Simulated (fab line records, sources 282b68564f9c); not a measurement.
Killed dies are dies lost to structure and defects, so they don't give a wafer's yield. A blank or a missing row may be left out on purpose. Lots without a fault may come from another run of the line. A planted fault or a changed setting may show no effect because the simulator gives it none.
Split-lot experiment | flow rit_cmos | 5 lots, 23 wafers read, on a route of 202 steps

THE SPLIT
At RIT_CONTACT_COAT_03 (resist thk 1000 nm), the setting spin_rpm was moved away from the recipe's 3250 rpm on 8 of the 23 wafers read, by -7.5% to +2.6%. The other wafers ran this setting at the recipe's value.

FROM THE SPLIT TO THE READING: what the file shows between them, 4 steps
- RIT_CONTACT_SOFTBAKE_04: time 60 s (also split here: time_s)
- RIT_CONTACT_EXPOSE_05: exposes mask M11, target cd 1000 nm
- RIT_CONTACT_PEB_06
- RIT_CONTACT_HARDBAKE_10: time 60 s

THE READING
NOVOLAK_of_CONTACT_COAT_03.thk_nm (the simulator's own value, which no gauge read), in nm, at RIT_CONTACT_ETCH_11 (etches SiO2 in CHF3/CF4/Ar, stops on TiSi2, target depth 480 nm, time 320 s). The file gives no usual value for it. The 15 wafers here that ran the recipe average 768.8 nm, standard deviation 3.8 nm.

wafer  | tool, chamber at the split | spin_rpm as run, rpm | against the recipe | NOVOLAK_of_CONTACT_COAT_03.thk_nm, nm | against lot-mates on the recipe
L081.1 | litho_track-02, 0          | 3250                 | recipe             | 766.1                                 | -
L081.2 | litho_track-02, 0          | 3250                 | recipe             | 765.1                                 | -
L081.3 | litho_track-02, 0          | 3250                 | recipe             | 767                                   | -
L081.4 | litho_track-02, 0          | 3250                 | recipe             | 765.2                                 | -
L081.6 | litho_track-02, 0          | 3250                 | recipe             | 765.6                                 | -
L079.1 | litho_track-02, 0          | 3250                 | recipe             | 772.9                                 | -
L079.2 | litho_track-02, 0          | 3250                 | recipe             | 767.7                                 | -
L079.6 | litho_track-02, 0          | 3250                 | recipe             | 774.3                                 | -
L084.1 | litho_track-01, 0          | 3335                 | +2.6%              | 759.8                                 | -15.4
L084.2 | litho_track-01, 0          | 3250                 | recipe             | 775.4                                 | -
L084.3 | litho_track-01, 0          | 3250                 | recipe             | 775                                   | -
L084.4 | litho_track-01, 0          | 3335                 | +2.6%              | 764                                   | -11.2
L084.6 | litho_track-01, 0          | 3335                 | +2.6%              | 758.6                                 | -16.6
L083.1 | litho_track-03, 0          | 3046                 | -6.3%              | 800.7                                 | +33.5
L083.2 | litho_track-03, 0          | 3250                 | recipe             | 766.5                                 | -
L083.4 | litho_track-03, 0          | 3250                 | recipe             | 767.9                                 | -
L083.5 | litho_track-03, 0          | 3046                 | -6.3%              | 791.7                                 | +24.5
L083.6 | litho_track-03, 0          | 3046                 | -6.3%              | 800.1                                 | +32.9
L085.1 | litho_track-03, 0          | 3250                 | recipe             | 764.5                                 | -
L085.2 | litho_track-03, 0          | 3007                 | -7.5%              | 798.4                                 | +30.8
L085.4 | litho_track-03, 0          | 3250                 | recipe             | 771.3                                 | -
L085.5 | litho_track-03, 0          | 3007                 | -7.5%              | 806.6                                 | +39.0
L085.6 | litho_track-03, 0          | 3250                 | recipe             | 767.1                                 | -

THE FIT
A straight line over all 23 wafers: NOVOLAK_of_CONTACT_COAT_03.thk_nm changes by -4.35 nm for each +1% of spin_rpm; r = -0.96; the points scatter about the line by 4 nm.
The same after taking each lot's own level away (the mean of its wafers on the recipe; 23 wafers): -4.85 nm for each +1%; r = -0.98; scatter 2.8 nm.
On that fit, the largest move of spin_rpm shifts the reading by 36 nm.
The lots' own levels span 765.80 to 775.20 nm, that is 2.5 times the standard deviation above.
So the lot-to-lot level changes the slope: the two fits differ.
Check: with one of the wafers moved furthest among these (-7.5%) left out of the fit, the line predicts +37.4 nm for it against its lot-mates. It came out at +30.8 nm against them.

OTHER SPLITS ON THESE WAFERS
These wafers also went through other splits before the reading. Each is held against what the fit with the lots' levels taken away leaves over:
other split on the same wafers | wafers away from the commonest value | r with NOVOLAK_of_CONTACT_COAT_03.thk_nm (lot level and that fit taken away)
RIT_SILICIDE_SPUTTER_01 time_s | 7                                    | +0.41
RIT_CONTACT_SOFTBAKE_04 time_s | 7                                    | +0.22

THE WHOLE CHAIN: every reading that the file lists as answering this split, in the file's order
step                    | what it does                                                                | reading                                                                            | change (the file's fit)              | r (the file's)
RIT_CONTACT_COAT_03     | resist thk 1000 nm                                                          | NOVOLAK_of_CONTACT_COAT_03.thk_nm (the simulator's own value, which no gauge read) | -5.19 nm for each +1% of the setting | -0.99
RIT_CONTACT_HARDBAKE_10 | time 60 s                                                                   | NOVOLAK_of_CONTACT_COAT_03.thk_nm (the simulator's own value, which no gauge read) | -4.54 nm for each +1% of the setting | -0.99
RIT_CONTACT_ETCH_11     | etches SiO2 in CHF3/CF4/Ar, stops on TiSi2, target depth 480 nm, time 320 s | NOVOLAK_of_CONTACT_COAT_03.thk_nm (the simulator's own value, which no gauge read) | -4.78 nm for each +1% of the setting | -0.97

THE FILE'S OWN FIT
NOVOLAK_of_CONTACT_COAT_03.thk_nm changes by -4.78 nm for each +1% of spin_rpm, r = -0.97.
